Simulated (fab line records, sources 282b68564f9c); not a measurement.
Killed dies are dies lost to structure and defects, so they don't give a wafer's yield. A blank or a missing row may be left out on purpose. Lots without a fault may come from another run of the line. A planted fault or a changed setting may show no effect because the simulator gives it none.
One fault seen from 2 desks | flow rit_cmos | each desk has only its own numbers; what lay behind them comes last

THE TOOL OWNER'S DESK: rie_si-01
The tool's own readings at RIT_GATE_ETCH_19 (etches poly-Si in SF6/CHF3/O2, stops on SiO2, time 165 s, target depth 312.5 nm): means of the sampled wafers that have a number, for each lot that ran on this tool. A lot is out of limits, marked OUT, if its mean lies more than 4 standard deviations from the usual mean; the brackets give that distance.
Columns: A = drypump_motor_current_A at RIT_GATE_ETCH_19, usual 5.7 A; B = oes_product_au at RIT_GATE_ETCH_19, usual 0.850 a.u.; C = rf_fwd_power_W at RIT_GATE_ETCH_19, usual 159.4 W; D = throttle_valve_pct at RIT_GATE_ETCH_19, usual 10.20 %
lot  | first seen here | A   | B     | C     | D
L936 | day 2 19:46     | 5.9 | 0.842 | 159.1 | 10.17
L938 | day 3 09:17     | 5.6 | 0.851 | 159.8 | 10.12
L946 | day 4 23:23     | 6.1 | 0.830 | 159.3 | 10.27
This desk's finding: nothing out of limits on any of the 3 lots.

THE METROLOGY DESK
What the gauges read, lot by lot, whatever tool the lot ran on: means of the sampled wafers that have a number. A lot is out of limits, marked OUT, if its mean lies more than 4 standard deviations from the usual mean; the brackets give that distance.
Columns: A = NWELL_OVL at RIT_NWELL_OVL_MEAS_06, usual 0.7 nm; B = GATE_OVL at RIT_GATE_OVL_MEAS_17, usual 0.4 nm
lot  | first seen here | A    | B
L935 | day 1 21:17     | 2.3  | 0.7
L936 | day 2 02:47     | -0.4 | 0.8
L937 | day 2 11:05     | 0.2  | 2.5
L938 | day 2 13:19     | -0.2 | -2.2
L939 | day 2 18:20     | -1.7 | 0.8
L943 | day 3 14:10     | 1.6  | 1.1
L946 | day 4 05:33     | -0.3 | 1.6
L951 | day 5 06:55     | 1.0  | 0.5
L953 | day 5 15:49     | 1.4  | 0.8
L955 | day 6 02:20     | -0.6 | -0.9
L957 | day 6 13:53     | 0.3  | 1.6
This desk's finding: nothing out of limits on any of the 11 lots.

PUT TOGETHER
The tool owner's desk saw nothing out of limits.
The metrology desk saw nothing out of limits.

WHAT THE SIMULATOR HAD PUT IN
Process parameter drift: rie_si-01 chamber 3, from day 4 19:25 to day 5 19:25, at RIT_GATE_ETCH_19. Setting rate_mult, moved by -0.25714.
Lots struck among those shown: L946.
